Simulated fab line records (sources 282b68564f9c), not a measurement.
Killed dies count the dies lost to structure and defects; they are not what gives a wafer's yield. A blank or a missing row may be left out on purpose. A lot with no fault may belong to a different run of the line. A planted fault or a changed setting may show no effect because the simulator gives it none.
Code-filled problem report in 8D (eight disciplines) form    flow rit cmos    the parts of the form that need people (team, actions taken, sign-off) are left out

1. PROBLEM STATEMENT
Across 6 wafers from 2 lots, GATE_OXIDE_THK at RIT_GATE_THK_MEAS_07 averages 2.67 nm, while fault-free wafers read 2.98 nm with a standard deviation of 0.059. That is -5.3 standard deviations from the usual mean.
The first sign was on wafer L100.2 at day 4 02:41, on film metro-04. At this step, 42 wafers from 14 lots have a number in the record. The rule behind "out" and "out of limits": a value lying over 4 standard deviations away from the usual mean. All remaining wafers that have a number are taken as sound.

2. WHAT IT IS; WHAT IT IS NOT
question                     is                            is not
which readings at this step  GATE_OXIDE_THK                -
which lots                   L100, L102                    L101, L103, L108, L110, L113, L114, L115, L116, L993, L994, L996, L999
which wafers of those lots   all that have a number        -
read on which gauges         film metro-03, film metro-04  film metro-02
when                         from day 4 02:41              up to then (12 sound wafers); but 24 sound wafers of L101, L103, L108, L110, L113, L114, L115, L116 came after

3. WHAT RULES OUT EACH SUSPECT
Counting: a tool at any process step up to the reading remains a suspect when it ran all the lots that are out and ran no sound lot after the first of those.
- the gauge at RIT_GATE_THK_MEAS_07 has been ruled out. Those wafers that are out were read across 2 gauges (film metro-03, film metro-04).
- furnace-04 at RIT_GATE_OXIDATION_05 (target thk 3 nm, ox time 270 s): kept. It ran every lot that is out, first L100 (day 4 01:21), and no sound lot after that; its last sound lot up to then is L996 (day 3 00:44).
Left after counting: furnace-04 at RIT_GATE_OXIDATION_05.

4. THE CAUSE (what the simulator had put in)
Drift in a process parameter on furnace-04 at RIT_GATE_OXIDATION_05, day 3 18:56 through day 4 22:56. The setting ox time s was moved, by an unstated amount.
The count eliminated every tool but this one.

5. SEQUENCE OF EFFECTS, ordered by route
Each row: a reading where the mean over the struck wafers with a number is more than 3 standard deviations away from the usual. Readings are gone through only where the record gives a usual standard deviation; hours: the median, over the lots, of the time from a lot's start at the first step in this table giving one to that lot's start at this step; sigmas: the change measured in usual standard deviations.
hours  step                  reading         usual    on struck wafers  change  sigmas
0      RIT_GATE_THK_MEAS_07  GATE_OXIDE_THK  2.98 nm  2.67              -0.31   -5.3

6. WHAT WOULD HAVE CAUGHT IT SOONER
In this record the first reading out of limits at a measuring or inspecting step was taken at day 4 02:41, 8 hours after the fault began at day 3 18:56.
Lots out: 2; of these, L102 started RIT_GATE_OXIDATION_05 on furnace-04 after day 4 02:41. A hold on the tool at that time would have spared it.
